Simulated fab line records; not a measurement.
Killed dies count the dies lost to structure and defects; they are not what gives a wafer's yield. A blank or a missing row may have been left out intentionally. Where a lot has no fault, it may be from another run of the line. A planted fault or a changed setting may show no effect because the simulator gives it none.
fab line records / flow berkeley-cmos170
record: lots: 14 wafers: 42 last-day: 13
route steps=331 shown PLDD@154
lots that met no fault: from a run of the same line without faults
start-h: start of the lot's first displayed wafer, in hours after the record's first day / wait-h: hours since the lot's step before / " identical to the entry in the row above / L1.1+2: a row that stands for several wafers / - value missing, or start not given / * or withheld: withheld / < > ~ a bound
route shown NAME@n: names a module that has steps shown in the file, with the first one's number in the route / usual: mean/standard deviation of fault-free wafers / same: alike in all rows / chamber/n: place in a boat / sites: each site's reading / _std_site: standard deviation across them / _edge_site: mean of outer sites minus mean of inner sites / radius-mm: how far each site lies from the wafer's centre / mask NAME#n: copy n / behind: the tool/chamber that last shaped the wafer / hold: reason for holding the lot/hours on hold/outcome of the hold / device: the n, p or np transistor that did not switch / end of line: at the end of the route, the tests of the same wafers / a step with no rows: only its recipe / killed: count of dies lost to structure and defects at first sort (not the wafer's yield) / map: a wafer's dies, marking killed ones x, the rest . and places with no die _
set.NAME: the setting as run; set.NAME@STEP: as run at that earlier step / model.NAME: the simulator's own value behind a step, which no gauge read
the route's steps for a sample of lots (tables are steps, rows are wafers)
services: from which hour (start-h, from the record's first day; less than 0 if before it) a tool's chamber was out of use, for how many hours, and why
== steps ==
step: UCB170_PLDD_IMPLANT_09
recipe: species: BF2 dose-cm2: 5e+13 energy-kev: 10 tilt-deg: 7 rotation-deg: 180
usual: dose-ions-cm2: 5e+13/5.6e+10 tilt-deg: 7.000/0.021
same: implant-ion-amu: 49
lot.wafer=L463.1 tool=implanter-01 chamber=0 start-h=120.81 wait-h=0.1 dose-ions-cm2=4.999e+13 tilt-deg=6.999
lot.wafer=L463.2 tool=implanter-01 chamber=0 start-h=120.81 wait-h=0.1 dose-ions-cm2=5.001e+13 tilt-deg=7.009
lot.wafer=L463.6 tool=implanter-01 chamber=0 start-h=120.81 wait-h=0.1 dose-ions-cm2=5.001e+13 tilt-deg=6.994
lot.wafer=L464.1 tool=implanter-03 chamber=0 start-h=121.45 wait-h=0.1 dose-ions-cm2=4.999e+13 tilt-deg=7.004
lot.wafer=L464.2 tool=implanter-03 chamber=0 start-h=121.45 wait-h=0.1 dose-ions-cm2=4.996e+13 tilt-deg=7.041
lot.wafer=L464.3 tool=implanter-03 chamber=0 start-h=121.45 wait-h=0.1 dose-ions-cm2=4.999e+13 tilt-deg=7.036
lot.wafer=L465.1 tool=implanter-03 chamber=0 start-h=133.38 wait-h=0.1 dose-ions-cm2=4.999e+13 tilt-deg=7.032
lot.wafer=L465.3 tool=implanter-03 chamber=0 start-h=133.38 wait-h=0.1 dose-ions-cm2=5.004e+13 tilt-deg=7.018
lot.wafer=L465.5 tool=implanter-03 chamber=0 start-h=133.38 wait-h=0.1 dose-ions-cm2=5.001e+13 tilt-deg=7.034
lot.wafer=L468.1 tool=implanter-04 chamber=0 start-h=146.20 wait-h=0.1 dose-ions-cm2=5.001e+13 tilt-deg=6.995
lot.wafer=L468.2 tool=implanter-04 chamber=0 start-h=146.20 wait-h=0.1 dose-ions-cm2=4.994e+13 tilt-deg=7.004
lot.wafer=L468.6 tool=implanter-04 chamber=0 start-h=146.20 wait-h=0.1 dose-ions-cm2=5e+13 tilt-deg=7.003
lot.wafer=L471.1 tool=implanter-01 chamber=0 start-h=170.94 wait-h=0.1 dose-ions-cm2=4.724e+13 tilt-deg=6.960
lot.wafer=L471.3 tool=implanter-01 chamber=0 start-h=170.94 wait-h=0.1 dose-ions-cm2=4.73e+13 tilt-deg=6.969
lot.wafer=L471.5 tool=implanter-01 chamber=0 start-h=170.94 wait-h=0.1 dose-ions-cm2=4.722e+13 tilt-deg=6.948
lot.wafer=L474.1 tool=implanter-01 chamber=0 start-h=179.71 wait-h=0.1 dose-ions-cm2=4.714e+13 tilt-deg=7.024
lot.wafer=L474.2 tool=implanter-01 chamber=0 start-h=179.71 wait-h=0.1 dose-ions-cm2=4.719e+13 tilt-deg=6.971
lot.wafer=L474.3 tool=implanter-01 chamber=0 start-h=179.71 wait-h=0.1 dose-ions-cm2=4.723e+13 tilt-deg=6.986
lot.wafer=L477.1 tool=implanter-03 chamber=0 start-h=196.00 wait-h=0.1 dose-ions-cm2=4.99e+13 tilt-deg=7.029
lot.wafer=L477.2 tool=implanter-03 chamber=0 start-h=196.00 wait-h=0.1 dose-ions-cm2=5.001e+13 tilt-deg=7.032
lot.wafer=L477.4 tool=implanter-03 chamber=0 start-h=196.00 wait-h=0.1 dose-ions-cm2=5.006e+13 tilt-deg=6.984
lot.wafer=L478.1 tool=implanter-04 chamber=0 start-h=196.16 wait-h=0.1 dose-ions-cm2=5.008e+13 tilt-deg=6.969
lot.wafer=L478.2 tool=implanter-04 chamber=0 start-h=196.16 wait-h=0.1 dose-ions-cm2=4.992e+13 tilt-deg=7.011
lot.wafer=L478.5 tool=implanter-04 chamber=0 start-h=196.16 wait-h=0.1 dose-ions-cm2=5.003e+13 tilt-deg=6.978
lot.wafer=L479.1 tool=implanter-03 chamber=0 start-h=206.07 wait-h=0.1 dose-ions-cm2=5.003e+13 tilt-deg=6.992
lot.wafer=L479.4 tool=implanter-03 chamber=0 start-h=206.07 wait-h=0.1 dose-ions-cm2=4.997e+13 tilt-deg=7.024
lot.wafer=L479.5 tool=implanter-03 chamber=0 start-h=206.07 wait-h=0.1 dose-ions-cm2=5.002e+13 tilt-deg=6.986
lot.wafer=L480.2 tool=implanter-03 chamber=0 start-h=219.24 wait-h=0.1 dose-ions-cm2=5.003e+13 tilt-deg=6.999
lot.wafer=L480.3 tool=implanter-03 chamber=0 start-h=219.24 wait-h=0.1 dose-ions-cm2=5.003e+13 tilt-deg=6.987
lot.wafer=L480.5 tool=implanter-03 chamber=0 start-h=219.24 wait-h=0.1 dose-ions-cm2=5.005e+13 tilt-deg=6.981
lot.wafer=L482.2 tool=implanter-03 chamber=0 start-h=229.02 wait-h=0.1 dose-ions-cm2=5.007e+13 tilt-deg=7.001
lot.wafer=L482.4 tool=implanter-03 chamber=0 start-h=229.02 wait-h=0.1 dose-ions-cm2=5e+13 tilt-deg=7.002
lot.wafer=L482.6 tool=implanter-03 chamber=0 start-h=229.02 wait-h=0.1 dose-ions-cm2=5.006e+13 tilt-deg=7.005
lot.wafer=L483.2 tool=implanter-04 chamber=0 start-h=234.54 wait-h=0.1 dose-ions-cm2=4.991e+13 tilt-deg=6.985
lot.wafer=L483.3 tool=implanter-04 chamber=0 start-h=234.54 wait-h=0.1 dose-ions-cm2=4.998e+13 tilt-deg=6.980
lot.wafer=L483.5 tool=implanter-04 chamber=0 start-h=234.54 wait-h=0.1 dose-ions-cm2=4.996e+13 tilt-deg=6.966
lot.wafer=L484.1 tool=implanter-03 chamber=0 start-h=234.76 wait-h=0.1 dose-ions-cm2=5.007e+13 tilt-deg=7.023
lot.wafer=L484.5 tool=implanter-03 chamber=0 start-h=234.76 wait-h=0.1 dose-ions-cm2=5.006e+13 tilt-deg=7.017
lot.wafer=L484.6 tool=implanter-03 chamber=0 start-h=234.76 wait-h=0.1 dose-ions-cm2=5e+13 tilt-deg=7.027
lot.wafer=L486.3 tool=implanter-03 chamber=0 start-h=255.17 wait-h=0.1 dose-ions-cm2=5.007e+13 tilt-deg=7.008
lot.wafer=L486.4 tool=implanter-03 chamber=0 start-h=255.17 wait-h=0.1 dose-ions-cm2=4.996e+13 tilt-deg=6.961
lot.wafer=L486.5 tool=implanter-03 chamber=0 start-h=255.17 wait-h=0.1 dose-ions-cm2=5e+13 tilt-deg=6.987
step: UCB170_SDANNEAL_RS_MEAS_04
recipe: thk-meas-gauge: four-point-probe
usual: PLDD_RS: 1031.5/2.9
lot.wafer=L463.1 tool=film-metro-03 chamber=- start-h=136.71 wait-h=0.1 PLDD_RS[ohm/sq]=1036.3
lot.wafer=L463.2 tool=film-metro-03 chamber=- start-h=136.71 wait-h=0.1 PLDD_RS[ohm/sq]=1034.8
lot.wafer=L463.6 tool=film-metro-03 chamber=- start-h=136.71 wait-h=0.1 PLDD_RS[ohm/sq]=1035.8
lot.wafer=L464.1 tool=film-metro-02 chamber=- start-h=136.96 wait-h=0.1 PLDD_RS[ohm/sq]=1027.2
lot.wafer=L464.2 tool=film-metro-02 chamber=- start-h=136.96 wait-h=0.1 PLDD_RS[ohm/sq]=1028.3
lot.wafer=L464.3 tool=film-metro-02 chamber=- start-h=136.96 wait-h=0.1 PLDD_RS[ohm/sq]=1032.6
lot.wafer=L465.1 tool=film-metro-02 chamber=- start-h=146.17 wait-h=0.1 PLDD_RS[ohm/sq]=1027.5
lot.wafer=L465.3 tool=film-metro-02 chamber=- start-h=146.17 wait-h=0.1 PLDD_RS[ohm/sq]=1031.3
lot.wafer=L465.5 tool=film-metro-02 chamber=- start-h=146.17 wait-h=0.1 PLDD_RS[ohm/sq]=1028.7
lot.wafer=L468.1 tool=film-metro-01 chamber=- start-h=157.90 wait-h=0.1 PLDD_RS[ohm/sq]=1032.3
lot.wafer=L468.2 tool=film-metro-01 chamber=- start-h=157.90 wait-h=0.1 PLDD_RS[ohm/sq]=1028.6
lot.wafer=L468.6 tool=film-metro-01 chamber=- start-h=157.90 wait-h=0.1 PLDD_RS[ohm/sq]=1031.4
lot.wafer=L471.1 tool=film-metro-02 chamber=- start-h=182.27 wait-h=0.1 PLDD_RS[ohm/sq]=1053.8
lot.wafer=L471.3 tool=film-metro-02 chamber=- start-h=182.27 wait-h=0.1 PLDD_RS[ohm/sq]=1050.6
lot.wafer=L471.5 tool=film-metro-02 chamber=- start-h=182.27 wait-h=0.1 PLDD_RS[ohm/sq]=1055.0
lot.wafer=L474.1 tool=film-metro-01 chamber=- start-h=192.09 wait-h=0.1 PLDD_RS[ohm/sq]=1055.8
lot.wafer=L474.2 tool=film-metro-01 chamber=- start-h=192.09 wait-h=0.1 PLDD_RS[ohm/sq]=1051.3
lot.wafer=L474.3 tool=film-metro-01 chamber=- start-h=192.09 wait-h=0.1 PLDD_RS[ohm/sq]=1059.0
lot.wafer=L477.1 tool=film-metro-01 chamber=- start-h=211.26 wait-h=0.1 PLDD_RS[ohm/sq]=1028.8
lot.wafer=L477.2 tool=film-metro-01 chamber=- start-h=211.26 wait-h=0.1 PLDD_RS[ohm/sq]=1027.3
lot.wafer=L477.4 tool=film-metro-01 chamber=- start-h=211.26 wait-h=0.1 PLDD_RS[ohm/sq]=1028.1
lot.wafer=L478.1 tool=film-metro-03 chamber=- start-h=211.50 wait-h=0.1 PLDD_RS[ohm/sq]=1032.6
lot.wafer=L478.2 tool=film-metro-03 chamber=- start-h=211.50 wait-h=0.1 PLDD_RS[ohm/sq]=1034.4
lot.wafer=L478.5 tool=film-metro-03 chamber=- start-h=211.50 wait-h=0.1 PLDD_RS[ohm/sq]=1034.5
lot.wafer=L479.1 tool=film-metro-03 chamber=- start-h=220.62 wait-h=0.1 PLDD_RS[ohm/sq]=1033.1
lot.wafer=L479.4 tool=film-metro-03 chamber=- start-h=220.62 wait-h=0.1 PLDD_RS[ohm/sq]=1028.6
lot.wafer=L479.5 tool=film-metro-03 chamber=- start-h=220.62 wait-h=0.1 PLDD_RS[ohm/sq]=1037.5
lot.wafer=L480.2 tool=film-metro-03 chamber=- start-h=232.75 wait-h=0.1 PLDD_RS[ohm/sq]=1027.0
lot.wafer=L480.3 tool=film-metro-03 chamber=- start-h=232.75 wait-h=0.1 PLDD_RS[ohm/sq]=1029.7
lot.wafer=L480.5 tool=film-metro-03 chamber=- start-h=232.75 wait-h=0.1 PLDD_RS[ohm/sq]=1030.8
lot.wafer=L482.2 tool=film-metro-02 chamber=- start-h=241.85 wait-h=0.1 PLDD_RS[ohm/sq]=1027.2
lot.wafer=L482.4 tool=film-metro-02 chamber=- start-h=241.85 wait-h=0.1 PLDD_RS[ohm/sq]=1026.7
lot.wafer=L482.6 tool=film-metro-02 chamber=- start-h=241.85 wait-h=0.1 PLDD_RS[ohm/sq]=1025.2
lot.wafer=L484.1 tool=film-metro-02 chamber=- start-h=250.11 wait-h=0.1 PLDD_RS[ohm/sq]=1031.6
lot.wafer=L484.5 tool=film-metro-02 chamber=- start-h=250.11 wait-h=0.1 PLDD_RS[ohm/sq]=1032.2
lot.wafer=L484.6 tool=film-metro-02 chamber=- start-h=250.11 wait-h=0.1 PLDD_RS[ohm/sq]=1032.6
lot.wafer=L483.2 tool=film-metro-02 chamber=- start-h=253.63 wait-h=0.1 PLDD_RS[ohm/sq]=1030.4
lot.wafer=L483.3 tool=film-metro-02 chamber=- start-h=253.63 wait-h=0.1 PLDD_RS[ohm/sq]=1034.0
lot.wafer=L483.5 tool=film-metro-02 chamber=- start-h=253.63 wait-h=0.1 PLDD_RS[ohm/sq]=1027.0
lot.wafer=L486.3 tool=film-metro-03 chamber=- start-h=274.23 wait-h=0.1 PLDD_RS[ohm/sq]=1034.4
lot.wafer=L486.4 tool=film-metro-03 chamber=- start-h=274.23 wait-h=0.1 PLDD_RS[ohm/sq]=1031.2
lot.wafer=L486.5 tool=film-metro-03 chamber=- start-h=274.23 wait-h=0.1 PLDD_RS[ohm/sq]=1032.2
== services ==
tool=implanter-01 chamber=- start-h=101.93 hours=1.3 kind=repair
tool=implanter-04 chamber=- start-h=150.84 hours=2.9 kind=repair
tool=implanter-01 chamber=- start-h=202.15 hours=1.3 kind=repair
tool=implanter-01 chamber=- start-h=236.79 hours=4.6 kind=pm
tool=implanter-01 chamber=- start-h=252.74 hours=1.4 kind=repair
== key ==
first-sign: step: UCB170_PLDD_IMPLANT_09 reading: dose-ions-cm2 direction: down sigmas: 50 usual: 5e+13 struck: 4.722e+13
effect: step: UCB170_SDANNEAL_RS_MEAS_04 reading: PLDD_RS direction: up sigmas: 8 usual: 1031.5 struck: 1054.3
met-at UCB170_PLDD_IMPLANT_09
struck-lots L471,L474
tester-left-out L471,L474
onset-between 120.81 170.94
fault: kind: process-parameter-drift tool: implanter-01 chamber: - onset-h: 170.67 steps: UCB170_PLDD_IMPLANT_09 channel: dose-cm2 offset: -2.7613e+12 shape: step end-h: 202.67 acts-in: these-recipes-only stated: 5e+13
tester-left-out: of these lots the tester's yield and bins aren't shown, on N5 and GAA mostly nor the transistor test; their killed dies are dies lost to structure and defects alone, not to doping, threshold or leakage, so they don't give the yield
